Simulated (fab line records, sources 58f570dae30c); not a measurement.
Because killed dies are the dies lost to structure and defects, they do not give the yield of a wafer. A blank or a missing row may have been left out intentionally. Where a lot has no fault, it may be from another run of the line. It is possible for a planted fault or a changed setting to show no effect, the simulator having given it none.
Which tool is to blame? / flow berkeley cmos170 / Sampling: 14 lots, 42 wafers, 5 of 331 route steps

== WHAT EACH GAUGE READ, for each wafer ==
UCB170_CONTACT_THK_MEAS_02. Usual: CONTACT_PSG_THK typically reads 698 nm, with standard deviation 6.2.
lot=L431; measured=day 8 06:22; on=film metro-02; CONTACT_PSG_THK (nm)=700 702 702; flag=
lot=L432; measured=day 8 06:23; on=film metro-01; CONTACT_PSG_THK (nm)=696 696 696; flag=
lot=L433; measured=day 8 06:23; on=film metro-03; CONTACT_PSG_THK (nm)=695 690 691; flag=
lot=L434; measured=day 9 01:40; on=film metro-02; CONTACT_PSG_THK (nm)=687 684 685; flag=
lot=L436; measured=day 9 21:39; on=film metro-01; CONTACT_PSG_THK (nm)=691 697 694; flag=
lot=L438; measured=day 9 22:34; on=film metro-03; CONTACT_PSG_THK (nm)=692 693 698; flag=
lot=L437; measured=day 9 22:35; on=film metro-01; CONTACT_PSG_THK (nm)=699 697 694; flag=
lot=L440; measured=day 9 22:37; on=film metro-03; CONTACT_PSG_THK (nm)=707 702 704; flag=
lot=L439; measured=day 11 07:47; on=film metro-01; CONTACT_PSG_THK (nm)=691 693 699; flag=
lot=L443; measured=day 11 09:36; on=film metro-02; CONTACT_PSG_THK (nm)=697 695 701; flag=
lot=L447; measured=day 11 17:11; on=film metro-03; CONTACT_PSG_THK (nm)=692 699 699; flag=
lot=L448; measured=day 12 00:57; on=film metro-02; CONTACT_PSG_THK (nm)=700 703 700; flag=
lot=L452; measured=day 12 20:16; on=film metro-03; CONTACT_PSG_THK (nm)=701 700 693; flag=
lot=L450; measured=day 12 21:37; on=film metro-02; CONTACT_PSG_THK (nm)=703 708 711; flag=

UCB170_V1_THK_MEAS_04. Usual: V1_POLISHED_THK typically reads 999.9 nm, with standard deviation 1.1.
lot=L431; measured=day 8 15:31; on=film metro-04; V1_POLISHED_THK (nm)=1000.3 1001.0 1000.5; flag=
lot=L432; measured=day 8 15:13; on=film metro-01; V1_POLISHED_THK (nm)=1002.1 1002.3 1000.6; flag=
lot=L433; measured=day 8 15:14; on=film metro-02; V1_POLISHED_THK (nm)=999.6 1001.6 1001.3; flag=
lot=L434; measured=day 9 08:32; on=film metro-01; V1_POLISHED_THK (nm)=1000.7 1001.3 1000.9; flag=
lot=L436; measured=day 10 04:47; on=film metro-02; V1_POLISHED_THK (nm)=999.2 999.5 999.5; flag=
lot=L438; measured=day 10 06:07; on=film metro-02; V1_POLISHED_THK (nm)=999.6 1001.2 998.8; flag=
lot=L437; measured=day 10 06:08; on=film metro-01; V1_POLISHED_THK (nm)=998.3 997.4 999.5; flag=
lot=L440; measured=day 10 07:26; on=film metro-01; V1_POLISHED_THK (nm)=1000.4 1000.4 1000.1; flag=
lot=L439; measured=day 11 14:16; on=film metro-01; V1_POLISHED_THK (nm)=999.7 999.4 1074.7; flag=OFF
lot=L443; measured=day 11 16:34; on=film metro-02; V1_POLISHED_THK (nm)=1000.3 1073.8 1075.0; flag=OFF
lot=L447; measured=day 12 00:16; on=film metro-04; V1_POLISHED_THK (nm)=999.1 999.8 998.3; flag=
lot=L448; measured=day 12 08:55; on=film metro-04; V1_POLISHED_THK (nm)=1000.6 1001.4 1000.2; flag=
lot=L452; measured=day 13 05:53; on=film metro-01; V1_POLISHED_THK (nm)=1000.7 1000.9 1000.3; flag=
lot=L450; measured=day 13 06:09; on=film metro-04; V1_POLISHED_THK (nm)=998.8 1000.2 999.7; flag=

== WHAT TOOL EACH LOT RAN ON (gives the tool, then ch and the chambers of the sampled wafers, and finally the start) ==
lot=L431; UCB170_M1_SPUTTER_00=pvd sputter-04, day 8 10:41; UCB170_V1_CVD_00=pecvd-02 ch 0,1,2, day 8 14:34; UCB170_V1_CMP_02=cmp-02 ch 0,1,3, day 8 15:05
lot=L432; UCB170_M1_SPUTTER_00=pvd sputter-01, day 8 10:23; UCB170_V1_CVD_00=pecvd-03 ch 0,2, day 8 14:34; UCB170_V1_CMP_02=cmp-02 ch 0,2,3, day 8 14:53
lot=L433; UCB170_M1_SPUTTER_00=pvd sputter-02, day 8 10:29; UCB170_V1_CVD_00=pecvd-01 ch 0,2, day 8 14:34; UCB170_V1_CMP_02=cmp-01 ch 0,2, day 8 14:47
lot=L434; UCB170_M1_SPUTTER_00=pvd sputter-04, day 9 04:25; UCB170_V1_CVD_00=pecvd-02 ch 1,2, day 9 07:54; UCB170_V1_CMP_02=cmp-02 ch 0,3, day 9 08:07
lot=L436; UCB170_M1_SPUTTER_00=pvd sputter-01, day 10 00:50; UCB170_V1_CVD_00=pecvd-03 ch 0,1, day 10 04:08; UCB170_V1_CMP_02=cmp-01 ch 0,1,3, day 10 04:27
lot=L438; UCB170_M1_SPUTTER_00=pvd sputter-04, day 10 01:58; UCB170_V1_CVD_00=pecvd-01 ch 0,1, day 10 05:28; UCB170_V1_CMP_02=cmp-02 ch 0,1,2, day 10 05:50
lot=L437; UCB170_M1_SPUTTER_00=pvd sputter-02, day 10 02:01; UCB170_V1_CVD_00=pecvd-02 ch 0,1,2, day 10 05:33; UCB170_V1_CMP_02=cmp-01 ch 2,3, day 10 05:41
lot=L440; UCB170_M1_SPUTTER_00=pvd sputter-04, day 10 02:17; UCB170_V1_CVD_00=pecvd-03 ch 0,2, day 10 06:48; UCB170_V1_CMP_02=cmp-01 ch 0,3, day 10 07:01
lot=L439; UCB170_M1_SPUTTER_00=pvd sputter-01, day 11 10:19; UCB170_V1_CVD_00=pecvd-01 ch 0,1,2, day 11 13:37; UCB170_V1_CMP_02=cmp-02 ch 0,1,2, day 11 13:50
lot=L443; UCB170_M1_SPUTTER_00=pvd sputter-02, day 11 12:50; UCB170_V1_CVD_00=pecvd-03 ch 0,1,2, day 11 15:56; UCB170_V1_CMP_02=cmp-02 ch 1,2, day 11 16:09
lot=L447; UCB170_M1_SPUTTER_00=pvd sputter-01, day 11 20:39; UCB170_V1_CVD_00=pecvd-01 ch 0,1, day 11 23:37; UCB170_V1_CMP_02=cmp-01 ch 0,2,3, day 11 23:50
lot=L448; UCB170_M1_SPUTTER_00=pvd sputter-04, day 12 05:03; UCB170_V1_CVD_00=pecvd-03 ch 0,1, day 12 08:16; UCB170_V1_CMP_02=cmp-01 ch 0,1,3, day 12 08:32
lot=L452; UCB170_M1_SPUTTER_00=pvd sputter-02, day 13 01:04; UCB170_V1_CVD_00=pecvd-03 ch 0,1,2, day 13 05:12; UCB170_V1_CMP_02=cmp-01 ch 1,2,3, day 13 05:25
lot=L450; UCB170_M1_SPUTTER_00=pvd sputter-04, day 13 01:19; UCB170_V1_CVD_00=pecvd-02 ch 0,2, day 13 05:12; UCB170_V1_CMP_02=cmp-01 ch 1,3, day 13 05:46
- UCB170_M1_SPUTTER_00: material Al, target thk 600 nm, time 80 s.
- UCB170_V1_CVD_00: deposits SiO2 from TEOS/O2, target thk 2000 nm, time 250 s.
- UCB170_V1_CMP_02: polishes SiO2.

== AS READ BY THE TOOLS THEMSELVES (means over the sampled wafers that have a number; for cases with no such wafer, the mark the record gives instead) ==
UCB170_M1_SPUTTER_00. Usual: throttle valve pct reads 30.0 % (standard deviation 0.98).
lot=L431; tool=pvd sputter-04; throttle valve pct (%)=30.5; flag=
lot=L432; tool=pvd sputter-01; throttle valve pct (%)=29.9; flag=
lot=L433; tool=pvd sputter-02; throttle valve pct (%)=28.9; flag=
lot=L434; tool=pvd sputter-04; throttle valve pct (%)=29.6; flag=
lot=L436; tool=pvd sputter-01; throttle valve pct (%)=30.0; flag=
lot=L438; tool=pvd sputter-04; throttle valve pct (%)=29.4; flag=
lot=L437; tool=pvd sputter-02; throttle valve pct (%)=30.0; flag=
lot=L440; tool=pvd sputter-04; throttle valve pct (%)=31.5; flag=
lot=L439; tool=pvd sputter-01; throttle valve pct (%)=30.2; flag=
lot=L443; tool=pvd sputter-02; throttle valve pct (%)=29.5; flag=
lot=L447; tool=pvd sputter-01; throttle valve pct (%)=29.9; flag=
lot=L448; tool=pvd sputter-04; throttle valve pct (%)=29.6; flag=
lot=L452; tool=pvd sputter-02; throttle valve pct (%)=29.3; flag=
lot=L450; tool=pvd sputter-04; throttle valve pct (%)=29.9; flag=

UCB170_V1_CVD_00. Usual: heater power w reads 276 W (standard deviation 54).
lot=L431; tool=pecvd-02; heater power w (W)=259; flag=
lot=L432; tool=pecvd-03; heater power w (W)=253; flag=
lot=L433; tool=pecvd-01; heater power w (W)=265; flag=
lot=L434; tool=pecvd-02; heater power w (W)=280; flag=
lot=L436; tool=pecvd-03; heater power w (W)=259; flag=
lot=L438; tool=pecvd-01; heater power w (W)=315; flag=
lot=L437; tool=pecvd-02; heater power w (W)=240; flag=
lot=L440; tool=pecvd-03; heater power w (W)=234; flag=
lot=L439; tool=pecvd-01; heater power w (W)=315; flag=
lot=L443; tool=pecvd-03; heater power w (W)=258; flag=
lot=L447; tool=pecvd-01; heater power w (W)=315; flag=
lot=L448; tool=pecvd-03; heater power w (W)=244; flag=
lot=L452; tool=pecvd-03; heater power w (W)=249; flag=
lot=L450; tool=pecvd-02; heater power w (W)=313; flag=

UCB170_V1_CMP_02. Usual: head pressure psi 5.998 psi, standard deviation 0.012; motor current A 16.1 A, standard deviation 1.4; slurry filter dp kPa 13.50 kPa, standard deviation 0.12.
lot=L431; tool=cmp-02; head pressure psi (psi)=5.980; motor current A (A)=16.5; slurry filter dp kPa (kPa)=13.45; flag=
lot=L432; tool=cmp-02; head pressure psi (psi)=5.992; motor current A (A)=16.4; slurry filter dp kPa (kPa)=13.45; flag=
lot=L433; tool=cmp-01; head pressure psi (psi)=6.010; motor current A (A)=16.9; slurry filter dp kPa (kPa)=13.50; flag=
lot=L434; tool=cmp-02; head pressure psi (psi)=6.007; motor current A (A)=16.3; slurry filter dp kPa (kPa)=13.42; flag=
lot=L436; tool=cmp-01; head pressure psi (psi)=5.984; motor current A (A)=14.6; slurry filter dp kPa (kPa)=13.49; flag=
lot=L438; tool=cmp-02; head pressure psi (psi)=5.987; motor current A (A)=17.0; slurry filter dp kPa (kPa)=13.44; flag=
lot=L437; tool=cmp-01; head pressure psi (psi)=6.001; motor current A (A)=16.2; slurry filter dp kPa (kPa)=13.51; flag=
lot=L440; tool=cmp-01; head pressure psi (psi)=6.005; motor current A (A)=14.4; slurry filter dp kPa (kPa)=13.60; flag=
lot=L439; tool=cmp-02; head pressure psi (psi)=6.009; motor current A (A)=16.9; slurry filter dp kPa (kPa)=13.53; flag=
lot=L443; tool=cmp-02; head pressure psi (psi)=5.990; motor current A (A)=17.1; slurry filter dp kPa (kPa)=13.43; flag=
lot=L447; tool=cmp-01; head pressure psi (psi)=5.986; motor current A (A)=15.2; slurry filter dp kPa (kPa)=13.57; flag=
lot=L448; tool=cmp-01; head pressure psi (psi)=5.997; motor current A (A)=15.1; slurry filter dp kPa (kPa)=13.47; flag=
lot=L452; tool=cmp-01; head pressure psi (psi)=5.996; motor current A (A)=15.6; slurry filter dp kPa (kPa)=13.51; flag=
lot=L450; tool=cmp-01; head pressure psi (psi)=6.005; motor current A (A)=13.8; slurry filter dp kPa (kPa)=13.53; flag=

== THE ANSWER, worked out from the rows above alone ==
Rule: take the mean of a lot's wafers that have a number; if it is more than 3 standard deviations from the usual mean, the lot is off. A lot without any number at a reading at which 4 lots or more have one is off too. All remaining lots with rows at the step are treated as sound. First the gauges in route order, then the tools' own readings, where a lot's mean is used as printed above. At the first step where some lot is off, the reading lying furthest off is the one used; lots without a number count as furthest.
Off: L439, L443, seen at UCB170_V1_THK_MEAS_04 (V1_POLISHED_THK).
If a tool, at a process step before that reading, ran all the lots that are off and no sound lot after the first of them, it fits. The gauges at UCB170_V1_THK_MEAS_04 are tried like those tools. One candidate fits, namely cmp-02 at UCB170_V1_CMP_02. Its last sound lot is L438 (day 10 05:50), its first lot that is off L439 (day 11 13:50): a fault that began between those two fits.

== WHAT THE SIMULATOR HAD PUT IN ==
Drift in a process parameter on cmp-02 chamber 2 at UCB170_V1_CMP_02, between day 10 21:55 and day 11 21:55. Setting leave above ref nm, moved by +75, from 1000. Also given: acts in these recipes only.
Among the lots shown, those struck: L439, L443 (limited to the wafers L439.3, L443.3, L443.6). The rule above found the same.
